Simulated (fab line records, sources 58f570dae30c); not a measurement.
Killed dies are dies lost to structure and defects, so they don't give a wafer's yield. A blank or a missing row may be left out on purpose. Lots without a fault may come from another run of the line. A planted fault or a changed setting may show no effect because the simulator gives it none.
fab line records | flow berkeley_cmos170
record lots=14 wafers=42 last_day=12
route steps=331 shown V2@306
lots that met no fault: from a run of the same line without faults
start_h: hours from the record's first day to the start of the lot's first wafer shown | wait_h: hours since the lot's step before | " the same as in the row above | L1.1+2: a row that stands for several wafers | - no value, or no start given | * or withheld: withheld | < > ~ a bound
route shown NAME@n: a module of which the file shows steps, and the number in the route of the first | usual: mean/standard deviation of fault-free wafers | same: alike in all rows | chamber/n: place in a boat | sites: the reading at each site | _std_site: their standard deviation | _edge_site: outer sites' mean less inner sites' | radius_mm: how far each site lies from the wafer's centre | mask NAME#n: copy n | behind: the tool/chamber that last shaped the wafer | hold: why the lot was held/for how many hours/how that ended | device: the transistor (n, p or np) that didn't switch | end of line: the same wafers' tests at the end of the route | a step without rows: its recipe alone | killed: dies lost to structure and defects at the first sort, not the wafer's yield | map: a wafer's dies, x killed, . not, _ none there
set.NAME: the setting as run; set.NAME@STEP: as run at that earlier step | model.NAME: the simulator's own value behind a step, which no gauge read
steps of the route over a sample of lots; a table a step, a row a wafer
services: from which hour (start_h, from the record's first day; less than 0 if before it) a tool's chamber was out of use, for how many hours, and why
## steps
# step UCB170_V2_ETCH_14
# recipe chemistry=CHF3/CF4/Ar target=SiO2 stop_on=Al CHF3_flow_sccm=45 cf4_flow_sccm=15 Ar_flow_sccm=150 pressure_mtorr=200 rf_w=710 target_depth_a=12500 over_etch_frac=0.25 time_s=291
# usual CHF3_flow_sccm=45.00/0.13 drypump_motor_current_A=5.8/0.64 oes_product_au=0.867/0.012 throttle_valve_pct=6.93/0.11
# columns lot.wafer tool chamber start_h wait_h CHF3_flow_sccm drypump_motor_current_A oes_product_au rf_hours_counter_h throttle_valve_pct
L960.2 rie_diel-02 0 176.14 0.0 45.22 6.2 0.879 33 6.82
L960.5 " 3 " " 45.15 5.7 0.849 - 6.79
L960.6 " 2 " " 44.90 4.7 0.868 - 7.05
L963.1 rie_diel-03 3 195.18 0.0 45.01 6.8 0.880 5 6.97
L963.2 " 2 " " 45.11 5.4 0.863 64 7.13
L963.3 " 0 " " 44.94 5.4 0.859 91 6.90
L964.2 rie_diel-03 3 195.68 0.0 45.21 6.8 0.893 5 7.01
L964.3 " 2 " " 44.89 5.4 0.859 64 7.14
L964.4 " 0 " " 45.24 5.4 0.853 - 6.92
L959.3 rie_diel-02 3 196.15 0.0 45.08 5.7 0.849 3 6.79
L959.5 " 3 " " 45.13 5.7 0.850 - 6.80
L959.6 " 0 " " 45.00 6.2 0.887 - 6.83
L961.1 rie_diel-03 3 196.52 0.0 44.94 6.9 0.879 5 6.99
L961.4 " 3 " " 45.12 6.9 0.884 - 6.99
L961.5 " 2 " " 45.15 5.4 0.878 - 7.12
L965.1 rie_diel-03 0 211.13 0.0 44.79 5.4 0.851 93 6.91
L965.2 " 1 " " 45.22 5.3 0.880 0 6.81
L965.6 " 2 " " 44.81 5.4 0.859 - 7.12
L966.1 rie_diel-03 0 219.96 0.0 44.97 5.4 0.845 93 6.92
L966.4 " 2 " " 45.15 5.4 0.869 66 7.12
L966.6 " 3 " " 45.22 6.8 0.883 - 7.01
L968.1 rie_diel-04 1 225.79 0.0 44.89 5.4 0.865 101 7.04
L968.4 " 2 " " 44.76 6.5 0.867 38 6.82
L968.5 " 0 " " 45.12 6.3 0.856 - 6.83
L967.1 rie_diel-02 3 226.03 0.0 45.08 5.7 0.849 5 6.78
L967.2 " 1 " " 45.12 6.4 0.868 6 6.87
L967.4 " 2 " " 44.96 4.7 0.876 0 7.05
L976.1 rie_diel-02 0 277.37 0.0 45.12 6.2 0.876 38 6.83
L976.2 " 2 " " 44.99 4.7 0.876 3 7.06
L976.3 " 1 " " 44.96 6.5 0.863 9 6.85
L978.2 rie_diel-02 3 282.98 0.0 44.98 5.7 0.855 7 6.81
L978.3 " 1 " " 45.15 6.4 0.866 9 6.86
L978.5 " 3 " " 45.03 5.7 0.846 - 6.80
L980.1 rie_diel-03 3 283.84 0.0 44.92 6.8 0.874 9 7.00
L980.4 " 1 " " 45.09 5.3 0.876 3 6.81
L980.6 " 2 " " 45.09 5.4 0.868 - 7.12
L979.2 rie_diel-04 0 284.50 0.0 45.23 6.3 0.857 38 6.83
L979.5 " 0 " " 45.15 6.3 0.846 - 6.83
L979.6 " 3 " " 44.99 5.1 0.881 - 6.87
L982.1 rie_diel-03 1 296.39 0.0 45.14 5.3 0.871 4 6.82
L982.3 " 0 " " 44.83 5.4 0.846 97 6.92
L982.4 " 2 " " 44.90 5.4 0.862 69 7.13
# step UCB170_V2_STRIP_15
# recipe chemistry=O2 power_w=400 pressure_mtorr=3500 platen_temp_c=withheld o2_flow_sccm=400 overash_fraction=0.5
# usual drypump_motor_current_A=5.71/0.25 oes_product_au=0.722/0.0046 strip_time_to_endpoint_s=15.33/0.12
# columns lot.wafer tool chamber start_h wait_h drypump_motor_current_A oes_product_au rf_hours_counter_h strip_time_to_endpoint_s
L960.2 plasma_asher-03 1 176.32 0.1 5.58 0.728 6 15.33
L960.5 " 0 " " 5.61 0.725 - 15.32
L960.6 " 1 " " 5.52 0.723 - 15.32
L963.1 plasma_asher-01 1 195.36 0.1 5.34 0.723 47 15.21
L963.2 " 0 " " 6.03 0.725 47 15.31
L963.3 " 0 " " 6.02 0.720 - 15.24
L964.2 plasma_asher-04 1 195.86 0.1 6.07 0.724 46 15.34
L964.3 " 1 " " 6.04 0.721 - 15.33
L964.4 " 0 " " 5.67 0.725 - 15.38
L959.3 plasma_asher-04 1 196.37 0.1 6.06 0.728 - 15.43
L959.5 " 0 " " 5.65 0.722 - 15.32
L959.6 " 1 " " 6.07 0.729 - 15.50
L961.1 plasma_asher-01 0 196.70 0.1 6.01 0.730 47 15.30
L961.4 " 1 " " 5.31 0.730 - 15.37
L961.5 " 0 " " 6.04 0.726 - 15.38
L965.1 plasma_asher-04 0 211.31 0.1 5.67 0.719 47 15.47
L965.2 " 1 " " 6.06 0.724 47 15.70
L965.6 " 1 " " 6.05 0.714 - 15.46
L966.1 plasma_asher-01 1 220.14 0.1 5.32 0.722 49 15.29
L966.4 " 0 " " 6.03 0.726 - 15.25
L966.6 " 1 " " 5.31 0.727 - 15.28
L968.1 plasma_asher-01 1 225.97 0.1 5.31 0.715 50 15.18
L968.4 " 1 " " 5.30 0.727 - 15.32
L968.5 " 0 " " 6.02 0.718 - 15.32
L967.1 plasma_asher-03 1 226.21 0.1 5.57 0.725 12 15.43
L967.2 " 0 " " 5.61 0.725 12 15.37
L967.4 " 1 " " 5.54 0.717 - 15.63
L976.1 plasma_asher-04 1 277.54 0.1 6.07 0.721 54 16.25
L976.2 " 0 " " 5.67 0.720 54 16.29
L976.3 " 1 " " 6.07 0.718 - 16.13
L978.2 plasma_asher-04 1 283.16 0.1 6.08 0.730 55 16.31
L978.3 " 0 " " 5.67 0.719 - 16.25
L978.5 " 1 " " 6.09 0.715 - 16.27
L980.1 plasma_asher-04 0 284.02 0.1 5.65 0.722 55 15.08
L980.4 " 0 " " 5.65 0.718 - 15.47
L980.6 " 0 " " 5.66 0.732 - 15.17
L979.2 plasma_asher-03 0 284.68 0.1 5.60 0.717 17 15.26
L979.5 " 0 " " 5.61 0.728 - 15.23
L979.6 " 1 " " 5.56 0.714 - 15.41
L982.1 plasma_asher-03 1 296.57 0.1 5.56 0.724 18 15.47
L982.3 " 0 " " 5.62 0.714 - 15.34
L982.4 " 1 " " 5.57 0.728 - 15.18
## services
# columns tool chamber start_h hours kind
rie_diel-02 - 172.64 2.8 pm
rie_diel-04 1 174.25 3.1 repair
rie_diel-03 3 176.36 1.4 repair
rie_diel-03 1 187.81 - clean
rie_diel-03 1 187.81 21.9 scheduled_down
rie_diel-03 1 187.81 21.9 vent_cycle
rie_diel-04 - 195.02 15.6 pm
rie_diel-03 3 204.51 9.3 repair
rie_diel-02 2 204.85 - clean
rie_diel-02 2 204.85 17.8 scheduled_down
rie_diel-02 2 204.85 17.8 vent_cycle
rie_diel-02 1 207.48 3.6 repair
rie_diel-04 0 222.63 2.7 repair
rie_diel-04 1 243.02 8.8 repair
rie_diel-04 0 247.68 3.8 repair
plasma_asher-03 - 265.03 10.4 repair
## key
first_sign step=UCB170_V2_STRIP_15 reading=strip_time_to_endpoint_s direction=up sigmas=7.7 usual=* struck=*
effect none on later readings
met_at UCB170_V2_ETCH_14
struck_lots L976,L978
sort_left_out L976.1,L976.2,L976.3
onset_between 226.03 277.37
fault kind=process_parameter_drift tool=rie_diel-02 chamber=- onset_h=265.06 steps=UCB170_V2_ETCH_14 channel=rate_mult offset=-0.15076 shape=step end_h=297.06
# sort_left_out: the simulated sort isn't trusted on such a fault, so these wafers' sort isn't shown, and their yield isn't known
